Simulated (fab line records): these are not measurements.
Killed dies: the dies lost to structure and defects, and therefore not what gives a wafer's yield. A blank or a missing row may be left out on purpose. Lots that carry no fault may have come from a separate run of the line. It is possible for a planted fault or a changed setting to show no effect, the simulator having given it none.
fab line records	flow rit_cmos
record lots=5	wafers=27
route steps=202 shown ACTIVE@2 FOX2@25 GATE@91 SPACER@125 M1@202
start_h: hours from the record's first day to the start of the lot's first wafer shown	wait_h: hours from the lot's prior step to this one	" the same as in the row above	L1.1+2: one row covering several wafers at once	- value missing, or start not given	* or withheld: withheld	< > ~ a bound
route shown NAME@n: a module of which the file shows steps, and the number in the route of the first	usual: mean and standard deviation over wafers with no fault	same: alike in all rows	chamber/n: place in a boat	sites: per-site readings	_std_site: the values' standard deviation	_edge_site: mean of outer sites minus mean of inner sites	radius_mm: how far each site lies from the wafer's centre	mask NAME#n: copy n	behind: the tool/chamber that last shaped the wafer	hold: reason for holding the lot/hours on hold/outcome of the hold	device: names the non-switching transistor (n, p or np)	end of line: the tests these same wafers got at the end of their route	where a step has no rows: the recipe by itself	killed: the dies lost at the first sort to structure and to defects; this is not the yield of the wafer	map: per-die view of a wafer (x killed, . not killed, _ where there is no die)
set.NAME: the setting as run; set.NAME@STEP: as run at that earlier step	model.NAME: the simulator's own value behind a step, which no gauge read
lots whose settings were changed on purpose; a table a step, a row a wafer
## steps
# step RIT_ACTIVE_OXIDATION_01
# recipe temp_c=1000	ambient=O2	target_thk_a=468	ox_time_s=3360
lot.wafer	tool	chamber	start_h	wait_h	set.ox_time_s	model.SiO2_of_ACTIVE_OXIDATION_01.thk_nm
L074.1	-	-	-	0.9	1650	31.98
L074.2	"	-	"	"	1650	31.65
L074.3	"	-	"	"	1650	32.04
L074.4	"	-	"	"	1650	32.11
L074.5	"	-	"	"	1650	31.36
L074.6	"	-	"	"	1650	32.15
L077.3	furnace-03	0	25.71	0.7	3360	47.86
L077.4	"	0	"	"	3360	46.87
L077.6	"	0	"	"	3360	48.03
L078.1	-	-	-	1.9	2410	39.25
L078.2	"	-	"	"	2410	39.46
L078.3	"	-	"	"	2410	39.55
L078.4	"	-	"	"	2410	39.42
L078.5	"	-	"	"	2410	39.7
L078.6	"	-	"	"	2410	40.13
L082.1+3	-	-	-	1.6	2253	35.47
L082.2	"	-	"	"	2253	34.88
L082.4	"	-	"	"	2253	35.92
L082.5	"	-	"	"	2253	36.06
L082.6	"	-	"	"	2253	35.18
L085.1	-	-	-	2.9	3970	52.34
L085.2	"	-	"	"	3970	52.95
L085.3	"	-	"	"	3970	52.51
L085.4	"	-	"	"	3970	52.01
L085.5	"	-	"	"	3970	51.93
L085.6	"	-	"	"	3970	52.12
# step RIT_ACTIVE_THK_MEAS_02
# recipe reads=SiO2_of_ACTIVE_OXIDATION_01
# usual ACTIVE_OXIDE_THK=47.2/1.1
lot.wafer	tool	chamber	start_h	wait_h	set.ox_time_s@ACTIVE_OXIDATION_01	ACTIVE_OXIDE_THK[nm]
L074.1	film_metro-03	-	-	-	1650	31.9
L074.2	"	-	"	"	1650	31.6
L074.3	"	-	"	"	1650	32.0
L074.4	"	-	"	"	1650	32.1
L074.5	"	-	"	"	1650	31.3
L074.6	"	-	"	"	1650	32.1
L077.3	film_metro-04	-	27.67	0.0	3360	47.9
L077.4	"	-	"	"	3360	46.8
L077.6	"	-	"	"	3360	48.0
L078.1	film_metro-01	-	-	-	2410	39.2
L078.2	"	-	"	"	2410	39.5
L078.3	"	-	"	"	2410	39.5
L078.4	"	-	"	"	2410	39.4
L078.5	"	-	"	"	2410	39.7
L078.6	"	-	"	"	2410	40.1
L082.1	film_metro-03	-	-	-	2253	35.5
L082.2	"	-	"	"	2253	34.9
L082.3	"	-	"	"	2253	35.6
L082.4	"	-	"	"	2253	35.9
L082.5	"	-	"	"	2253	36.1
L082.6	"	-	"	"	2253	35.2
L085.1	film_metro-04	-	-	-	3970	52.3
L085.2	"	-	"	"	3970	52.9
L085.3	"	-	"	"	3970	52.5
L085.4	"	-	"	"	3970	52.0
L085.5	"	-	"	"	3970	51.9
L085.6	"	-	"	"	3970	52.2
# step RIT_ACTIVE_DEVELOP_10
# recipe resist=NOVOLAK	develop_time_s=50	dev_temp_c=23
lot.wafer	tool	chamber	start_h	wait_h	set.develop_time_s
L074.1+3+5	litho_track-02	0	-	-	58.94
L074.2+4+6	"	0	"	"	50
L077.3+4+6	litho_track-03	0	-	-	50
L078.1+4+6	litho_track-03	0	-	-	50
L078.2+3+5	"	0	"	"	22.8
L082.1+2+3+4+5+6	litho_track-02	0	-	-	50
L085.1+2+3+4+5+6	litho_track-01	0	-	-	50
# step RIT_ACTIVE_CD_MEAS_11
# recipe target_cd_nm=1400
# usual cd_nm=1399.6/2
lot.wafer	tool	chamber	start_h	wait_h	set.develop_time_s@ACTIVE_DEVELOP_10	cd_nm
L074.1	cd_sem-01	-	15.35	-	58.94	1384.9
L074.2	"	-	"	"	50	1400.4
L074.3	"	-	"	"	58.94	1385.4
L074.4	"	-	"	"	50	1401.6
L074.5	"	-	"	"	58.94	1383.2
L074.6	"	-	"	"	50	1398.5
L077.3	cd_sem-01	-	30.11	-	50	1399.4
L077.4	"	-	"	"	50	1399.9
L077.6	"	-	"	"	50	1399.5
L078.1	cd_sem-01	-	36.28	-	50	1399.1
L078.2	"	-	"	"	22.8	1489.8
L078.3	"	-	"	"	22.8	1488.1
L078.4	"	-	"	"	50	1398.1
L078.5	"	-	"	"	22.8	1489.7
L078.6	"	-	"	"	50	1400.3
L082.1	cd_sem-01	-	56.02	-	50	1396.4
L082.2	"	-	"	"	50	1400.6
L082.3	"	-	"	"	50	1398.2
L082.4	"	-	"	"	50	1398.8
L082.5	"	-	"	"	50	1395.4
L082.6	"	-	"	"	50	1397.0
L085.1	cd_sem-02	-	72.36	-	50	1398.1
L085.2	"	-	"	"	50	1398.5
L085.3	"	-	"	"	50	1396.7
L085.4	"	-	"	"	50	1397.6
L085.5	"	-	"	"	50	1397.3
L085.6	"	-	"	"	50	1396.1
# step RIT_ACTIVE_HARDBAKE_12
# recipe resist=NOVOLAK	temp_c=140	time_s=60
# step RIT_ACTIVE_ETCH_13
# recipe stop_on=SiO2	chemistry=SF6	target=Si3N4	time_s=210	over_etch_frac=0.4	SF6_flow_sccm=200	pressure_mtorr=260	rf_w=125	target_depth_a=2100
lot.wafer	tool	chamber	start_h	wait_h	set.ox_time_s@ACTIVE_OXIDATION_01	set.develop_time_s@ACTIVE_DEVELOP_10	model.ACTIVE.cd_nm	model.SiO2_of_ACTIVE_OXIDATION_01.thk_nm
L074.1	rie_diel-02	2	15.62	0.1	1650	58.94	1385	29.51
L074.2	"	1	"	"	1650	50	-	29.89
L074.3	"	3	"	"	1650	58.94	1385	29.63
L074.4	"	1	"	"	1650	50	1401	30.35
L074.5	"	3	"	"	1650	58.94	1383	28.94
L074.6	"	2	"	"	1650	50	1399	29.67
L077.3	rie_diel-02	3	30.34	0.1	3360	50	1399	45.48
L077.4	"	1	"	"	3360	50	1400	45.13
L077.6	"	3	"	"	3360	50	1400	45.66
L078.1	rie_diel-02	1	36.55	0.1	2410	50	1399	37.48
L078.2	"	0	"	"	2410	22.8	1490	39.46
L078.3	"	2	"	"	2410	22.8	1488	37.11
L078.4	"	3	"	"	2410	50	1398	37.03
L078.5	"	2	"	"	2410	22.8	1489	37.28
L078.6	"	3	"	"	2410	50	1400	37.73
L082.1	rie_diel-04	1	56.29	0.1	2253	50	1396	35.47
L082.2	"	3	"	"	2253	50	1401	34.88
L082.3	"	0	"	"	2253	50	1398	35.45
L082.4	"	2	"	"	2253	50	1399	35.51
L082.5	"	0	"	"	2253	50	1396	36.03
L082.6	"	3	"	"	2253	50	1397	35.18
L085.1	rie_diel-03	2	72.63	0.1	3970	50	1399	52.34
L085.2	"	1	"	"	3970	50	1398	51.09
L085.3	"	0	"	"	3970	50	1396	51.09
L085.4	"	3	"	"	3970	50	1398	51.63
L085.5	"	3	"	"	3970	50	1397	51.56
L085.6	"	2	"	"	3970	50	1396	52.12
# step RIT_ACTIVE_STRIP_14
# recipe chemistry=O2	time_s=180	resist=NOVOLAK	platen_temp_c=withheld	power_w=500	pressure_mtorr=4000	o2_flow_sccm=4000
# step RIT_ACTIVE_CD_MEAS_90
# recipe target_cd_nm=1400
# usual cd_nm=1399.5/2
lot.wafer	tool	chamber	start_h	wait_h	set.develop_time_s@ACTIVE_DEVELOP_10	cd_nm
L074.1	cd_sem-01	-	15.93	0.1	58.94	1385.0
L074.2	"	-	"	"	50	1400.1
L074.3	"	-	"	"	58.94	1385.1
L074.4	"	-	"	"	50	1401.0
L074.5	"	-	"	"	58.94	1383.3
L074.6	"	-	"	"	50	1398.6
L077.3	cd_sem-02	-	30.69	0.1	50	1399.6
L077.4	"	-	"	"	50	1399.5
L077.6	"	-	"	"	50	1399.6
L078.1	cd_sem-02	-	36.86	0.1	50	1398.8
L078.2	"	-	"	"	22.8	1489.8
L078.3	"	-	"	"	22.8	1488.1
L078.4	"	-	"	"	50	1398.5
L078.5	"	-	"	"	22.8	1489.0
L078.6	"	-	"	"	50	1400.7
L082.1	cd_sem-02	-	56.60	0.1	50	1396.6
L082.2	"	-	"	"	50	1400.4
L082.3	"	-	"	"	50	1398.3
L082.4	"	-	"	"	50	1398.9
L082.5	"	-	"	"	50	1395.8
L082.6	"	-	"	"	50	1397.2
L085.1	cd_sem-01	-	72.94	0.1	50	1398.5
L085.2	"	-	"	"	50	1398.3
L085.3	"	-	"	"	50	1395.9
L085.4	"	-	"	"	50	1397.9
L085.5	"	-	"	"	50	1397.4
L085.6	"	-	"	"	50	1395.6
# step RIT_ACTIVE_CLEAN_15
# recipe chemistry=SC1	mix=3:3:50	time_s=600	temp_c=75
# step RIT_ACTIVE_CLEAN_16
# recipe chemistry=dHF	dilution=50:1	time_s=30
# step RIT_FOX2_CLEAN_02
# recipe chemistry=dHF	dilution=50:1	time_s=180
# step RIT_FOX2_WET_ETCH_03
# recipe chemistry=H3PO4	target=Si3N4	target_depth_nm=195	temp_c=165	time_s=2700
lot.wafer	tool	chamber	start_h	wait_h	set.ox_time_s@ACTIVE_OXIDATION_01	model.SiO2_of_ACTIVE_OXIDATION_01.thk_nm
L074.1	wet_bench-01	3	22.59	0.0	1650	26.16
L074.2	"	3	"	"	1650	26.5
L074.3	"	3	"	"	1650	26.27
L074.4	"	3	"	"	1650	26.91
L074.5	"	3	"	"	1650	25.66
L074.6	"	3	"	"	1650	26.3
L077.3	wet_bench-02	2	35.51	0.0	3360	40.36
L077.4	"	2	"	"	3360	40.04
L077.6	"	2	"	"	3360	40.52
L078.1	wet_bench-02	3	41.05	0.0	2410	33.4
L078.2	"	3	"	"	2410	35.15
L078.3	"	3	"	"	2410	33.04
L078.4	"	3	"	"	2410	32.96
L078.5	"	3	"	"	2410	33.18
L078.6	"	3	"	"	2410	33.58
L082.1	wet_bench-02	3	60.27	0.0	2253	31.6
L082.2	"	3	"	"	2253	31.11
L082.3	"	3	"	"	2253	31.62
L082.4	"	3	"	"	2253	31.66
L082.5	"	3	"	"	2253	32.12
L082.6	"	3	"	"	2253	31.37
L085.1	wet_bench-04	3	79.26	0.0	3970	46.4
L085.2+3	"	3	"	"	3970	45.33
L085.4	"	3	"	"	3970	45.79
L085.5	"	3	"	"	3970	45.73
L085.6	"	3	"	"	3970	46.22
# step RIT_GATE_DEVELOP_15
# recipe resist=NOVOLAK	develop_time_s=50	dev_temp_c=23
lot.wafer	tool	chamber	start_h	wait_h	set.develop_time_s
L074.1+4+5	litho_track-01	0	-	-	41.61
L074.2+3+6	"	0	"	"	50
L077.3+4+6	litho_track-04	0	-	-	50
L078.1+4+5	litho_track-04	0	-	-	50
L078.2+3+6	"	0	"	"	41.06
L082.1+4+6	litho_track-04	0	-	-	66.46
L082.2+3+5	"	0	"	"	50
L085.1+2+3+4+5+6	litho_track-01	0	-	-	50
# step RIT_SPACER_CLEAN_00
# recipe chemistry=SC1	mix=3:3:50	time_s=600	temp_c=75
lot.wafer	tool	chamber	start_h	wait_h	set.time_s	model.SiO2_of_REOX_OXIDATION_03.thk_nm
L074.1	-	-	-	0.1	273.9	23.67
L074.2	"	-	"	"	273.9	24.4
L074.3	"	-	"	"	273.9	24.34
L074.4	"	-	"	"	273.9	24
L074.5	"	-	"	"	273.9	23.86
L074.6	"	-	"	"	273.9	23.97
L077.3	wet_bench-03	2	63.27	0.0	600	23.86
L077.4	"	2	"	"	600	23.5
L077.6	"	2	"	"	600	23.31
L078.1	-	-	-	0.1	883.2	22.04
L078.2	"	-	"	"	883.2	22.53
L078.3	"	-	"	"	883.2	22.56
L078.4	"	-	"	"	883.2	22.4
L078.5	"	-	"	"	883.2	22.3
L078.6	"	-	"	"	883.2	22.09
L082.1	-	-	-	0.1	724.3	23.35
L082.2	"	-	"	"	724.3	23.42
L082.3	"	-	"	"	724.3	23.19
L082.4	"	-	"	"	724.3	23.16
L082.5	"	-	"	"	724.3	23.25
L082.6	"	-	"	"	724.3	23.15
L085.1	-	-	-	0.1	904.6	22.42
L085.2	"	-	"	"	904.6	22.14
L085.3	"	-	"	"	904.6	22.12
L085.4	"	-	"	"	904.6	22.05
L085.5	"	-	"	"	904.6	22.63
L085.6	"	-	"	"	904.6	22.5
# step RIT_M1_PROBE_99
# usual killed_at_M0_to_M3=0.0/0.12	killed_at_contacts=0.1/0.38	killed_at_front_end=6.1/2.8	killed_dies=6.3/2.8	killed_open=3.2/2	killed_short=3.1/1.7
# same gross_dies=264	killed_at_M4_up=0	killed_at_back_side=0	killed_at_other=0
lot.wafer	tool	chamber	start_h	wait_h	set.develop_time_s@ACTIVE_DEVELOP_10	set.develop_time_s@GATE_DEVELOP_15	killed_at_M0_to_M3	killed_at_contacts	killed_at_front_end	killed_dies	killed_open	killed_short	model.etest.nmos_0p3.r_on_ohm_um	model.etest.nplus_sal.width_nm	model.etest.pldd.width_nm	model.etest.pmos_0p15.r_on_ohm_um	model.etest.pmos_0p3.r_on_ohm_um	model.etest.pmos_turned.r_on_ohm_um	model.etest.pplus_sal.width_nm
L074.1	prober-01	-	61.93	0.1	58.94	41.61	0	0	185	185	6	4	-	-	-	-	-	-	-
L074.2	prober-01	-	61.98	0.1	50	50	0	0	5	5	0	5	2040	3514	3317	2701	6172	3429	3516
L074.3	prober-01	-	62.03	0.2	58.94	50	0	0	5	5	3	2	2063	3508	3279	2661	6143	3350	3502
L074.4	prober-01	-	62.08	0.2	50	41.61	0	0	204	204	6	2	-	-	-	-	-	-	-
L074.5	prober-01	-	62.13	0.2	58.94	41.61	0	0	239	239	6	1	-	-	-	-	-	-	-
L074.6	prober-01	-	62.18	0.2	50	50	0	0	4	4	2	2	2032	3520	3297	2652	5994	3319	3529
L077.3	prober-02	-	77.20	0.2	50	50	0	0	8	8	5	3	2192	3440	3141	2880	6302	3586	3443
L077.4	prober-02	-	77.25	0.2	50	50	0	0	6	6	2	4	2198	3432	3158	2906	6378	3572	3447
L077.6	prober-02	-	77.35	0.2	50	50	0	0	8	8	5	3	2146	3419	3156	2778	6229	3448	3431
L078.1	prober-01	-	80.05	0.1	50	50	0	0	6	6	3	3	2138	3491	3268	2752	6317	3417	3501
L078.2	prober-01	-	80.10	0.1	22.8	41.06	0	0	258	258	2	1	2363	3593	3315	3578	6992	4312	3610
L078.3	prober-01	-	80.15	0.2	22.8	41.06	0	0	255	255	2	2	2392	3596	3327	3676	7274	4390	3596
L078.4	prober-01	-	80.20	0.2	50	50	0	0	4	4	0	4	2175	3514	3270	2832	6404	3553	3498
L078.5	prober-01	-	80.25	0.2	22.8	50	0	0	9	9	7	2	2108	3575	3312	2749	6150	3423	3562
L078.6	prober-01	-	80.30	0.2	50	41.06	0	1	251	252	3	4	2409	3499	3245	3586	7161	4234	3496
L082.1	prober-01	-	107.54	0.1	50	66.46	0	0	264	264	8	5	1824	3506	3270	1767	5228	2501	3515
L082.2	prober-01	-	107.59	0.1	50	50	0	0	8	8	4	4	2164	3528	3261	2905	6424	3689	3531
L082.3	prober-01	-	107.64	0.2	50	50	1	0	8	9	5	4	2142	3514	3272	2843	6358	3599	3524
L082.4	prober-01	-	107.69	0.2	50	66.46	0	0	264	264	2	0	1813	3528	3271	1711	5254	2408	3524
L082.5	prober-01	-	107.74	0.2	50	50	0	0	7	7	2	5	2118	3507	3264	2795	6338	3534	3513
L082.6	prober-01	-	107.79	0.2	50	66.46	0	0	264	264	4	3	1815	3508	3281	1732	5246	2457	3504
L085.1	prober-02	-	123.26	0.1	50	50	0	1	2	3	2	1	2180	3440	3145	2791	6376	3482	3420
L085.2	prober-02	-	123.31	0.1	50	50	0	1	7	8	3	5	2199	3431	3128	2737	6307	3421	3429
L085.3	prober-02	-	123.36	0.2	50	50	0	0	8	8	5	3	2166	3432	3127	2697	6174	3342	3425
L085.4	prober-02	-	123.41	0.2	50	50	0	0	5	5	3	2	2154	3429	3131	2651	6202	3341	3413
L085.5	prober-02	-	123.46	0.2	50	50	0	0	6	6	2	4	2181	3416	3151	2807	6308	3522	3421
L085.6	prober-02	-	123.51	0.2	50	50	0	0	7	7	4	3	2176	3418	3141	2802	6377	3509	3435
# killed by level:class
L074.1 GATE:area_develop=175 FOX1:geometric_particle:short=2 FOX2:geometric_particle:open=2 GATE:geometric_particle:open=2 GATE:geometric_particle:short=2 REOX:geometric_particle:open=1 SILICIDE:geometric_particle:open=1
L074.2 GATE:geometric_particle:short=2 REOX:geometric_particle:short=2 FOX1:geometric_particle:short=1
L074.3 FOX1:geometric_particle:open=2 REOX:geometric_particle:short=1 SPACER:geometric_particle:short=1 SILICIDE:geometric_particle:open=1
L074.4 GATE:area_develop=196 FOX1:geometric_particle:open=2 GATE:geometric_particle:open=2 SILICIDE:geometric_particle:open=2 GATE:geometric_particle:short=1 REOX:geometric_particle:short=1
L074.5 GATE:area_develop=232 SPACER:geometric_particle:open=3 GATE:geometric_particle:open=2 GATE:geometric_particle:short=1 REOX:geometric_particle:open=1
L074.6 FOX1:geometric_particle:open=1 GATE:geometric_particle:open=1 GATE:geometric_particle:short=1 SILICIDE:geometric_particle:short=1
L077.3 GATE:geometric_particle:open=2 GATE:geometric_particle:short=1 REOX:geometric_particle:open=1 REOX:geometric_particle:short=1 SPACER:geometric_particle:short=1 SPACER:geometric_particle:open=1 SILICIDE:geometric_particle:open=1
L077.4 SPACER:geometric_particle:short=3 GATE:geometric_particle:short=1 GATE:geometric_particle:open=1 SILICIDE:geometric_particle:open=1
L077.6 FOX1:geometric_particle:short=2 GATE:geometric_particle:open=2 SPACER:geometric_particle:open=2 FOX2:geometric_particle:open=1 FOX2:geometric_particle:short=1
L078.1 GATE:geometric_particle:short=2 GATE:geometric_particle:open=2 FOX1:geometric_particle:open=1 FOX2:geometric_particle:short=1
L078.2 GATE:area_develop=255 GATE:geometric_particle:short=1 REOX:geometric_particle:open=1 SILICIDE:geometric_particle:open=1
L078.3 GATE:area_develop=251 GATE:geometric_particle:open=2 FOX1:geometric_particle:short=1 SPACER:geometric_particle:short=1
L078.4 FOX1:geometric_particle:short=1 FOX2:geometric_particle:short=1 GATE:geometric_particle:short=1 SPACER:geometric_particle:short=1
L078.5 FOX2:geometric_particle:open=2 GATE:geometric_particle:open=2 FOX1:geometric_particle:open=1 SPACER:geometric_particle:open=1 FOX2:geometric_particle:short=1 GATE:geometric_particle:short=1 SILICIDE:geometric_particle:open=1
L078.6 GATE:area_develop=245 FOX2:geometric_particle:short=1 FOX2:geometric_particle:open=1 GATE:geometric_particle:open=1 SPACER:geometric_particle:open=1 SPACER:geometric_particle:short=1 SILICIDE:geometric_particle:short=1 CONTACT:geometric_particle:short=1
L082.1 GATE:area_develop=251 GATE:geometric_particle:open=3 SILICIDE:geometric_particle:open=3 FOX1:geometric_particle:short=2 GATE:geometric_particle:short=2 ACTIVE:geometric_particle:open=1 FOX1:geometric_particle:open=1 SILICIDE:geometric_particle:short=1
L082.2 GATE:geometric_particle:short=2 SILICIDE:geometric_particle:open=2 FOX2:geometric_particle:short=1 GATE:geometric_particle:open=1 SPACER:geometric_particle:short=1 SPACER:geometric_particle:open=1
L082.3 FOX1:geometric_particle:open=2 FOX1:geometric_particle:short=1 FOX2:geometric_particle:short=1 FOX2:geometric_particle:open=1 GATE:geometric_particle:short=1 SPACER:geometric_particle:open=1 SPACER:geometric_particle:short=1 M1:geometric_particle:open=1
L082.4 GATE:area_develop=262 GATE:geometric_particle:open=2
L082.5 FOX1:geometric_particle:short=2 GATE:geometric_particle:open=2 GATE:geometric_particle:short=2 REOX:geometric_particle:short=1
L082.6 GATE:area_develop=257 FOX2:geometric_particle:open=2 FOX1:geometric_particle:short=1 FOX2:geometric_particle:short=1 GATE:geometric_particle:open=1 GATE:geometric_particle:short=1 REOX:geometric_particle:open=1
L085.1 GATE:geometric_particle:short=1 GATE:geometric_particle:open=1 CONTACT:geometric_particle:open=1
L085.2 GATE:geometric_particle:short=3 FOX2:geometric_particle:open=1 GATE:geometric_particle:open=1 REOX:geometric_particle:short=1 SPACER:geometric_particle:short=1 CONTACT:geometric_particle:open=1
L085.3 GATE:geometric_particle:open=5 GATE:geometric_particle:short=2 FOX1:geometric_particle:short=1
L085.4 GATE:geometric_particle:open=2 FOX2:geometric_particle:short=1 GATE:geometric_particle:short=1 REOX:geometric_particle:open=1
L085.5 GATE:geometric_particle:short=2 FOX2:geometric_particle:short=1 GATE:geometric_particle:open=1 SPACER:geometric_particle:open=1 SILICIDE:geometric_particle:short=1
L085.6 GATE:geometric_particle:open=2 GATE:geometric_particle:short=2 REOX:geometric_particle:short=1 SPACER:geometric_particle:open=1 SILICIDE:geometric_particle:open=1
## key
split step=RIT_ACTIVE_OXIDATION_01	setting=ox_time_s	stated=3360	by=lot
response step=RIT_ACTIVE_OXIDATION_01	reading=model.SiO2_of_ACTIVE_OXIDATION_01.thk_nm	change=+0.303	per=1%	r=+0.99
response step=RIT_ACTIVE_THK_MEAS_02	reading=ACTIVE_OXIDE_THK	change=+0.303	per=1%	r=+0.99
response step=RIT_ACTIVE_ETCH_13	reading=model.SiO2_of_ACTIVE_OXIDATION_01.thk_nm	change=+0.314	per=1%	r=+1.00
response step=RIT_FOX2_WET_ETCH_03	reading=model.SiO2_of_ACTIVE_OXIDATION_01.thk_nm	change=+0.278	per=1%	r=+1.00
split step=RIT_ACTIVE_DEVELOP_10	setting=develop_time_s	stated=50	by=wafer
response step=RIT_ACTIVE_CD_MEAS_11	reading=cd_nm	change=-1.58	per=1%	r=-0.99
response step=RIT_ACTIVE_ETCH_13	reading=model.ACTIVE.cd_nm	change=-1.59	per=1%	r=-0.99
response step=RIT_ACTIVE_CD_MEAS_90	reading=cd_nm	change=-1.57	per=1%	r=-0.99
response step=RIT_M1_PROBE_99	reading=model.etest.pldd.width_nm	change=-1.07	per=1%	r=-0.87
response step=RIT_M1_PROBE_99	reading=model.etest.pplus_sal.width_nm	change=-1.64	per=1%	r=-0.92
response step=RIT_M1_PROBE_99	reading=model.etest.nplus_sal.width_nm	change=-1.55	per=1%	r=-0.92
split step=RIT_GATE_DEVELOP_15	setting=develop_time_s	stated=50	by=wafer
response step=RIT_M1_PROBE_99	reading=model.etest.pmos_0p3.r_on_ohm_um	change=-37.4	per=1%	r=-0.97
response step=RIT_M1_PROBE_99	reading=model.etest.pmos_0p15.r_on_ohm_um	change=-36.7	per=1%	r=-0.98
response step=RIT_M1_PROBE_99	reading=model.etest.pmos_turned.r_on_ohm_um	change=-37.8	per=1%	r=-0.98
response step=RIT_M1_PROBE_99	reading=model.etest.nmos_0p3.r_on_ohm_um	change=-10.7	per=1%	r=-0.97
split step=RIT_SPACER_CLEAN_00	setting=time_s	stated=600	by=lot
response step=RIT_SPACER_CLEAN_00	reading=model.SiO2_of_REOX_OXIDATION_03.thk_nm	change=-0.0167	per=1%	r=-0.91
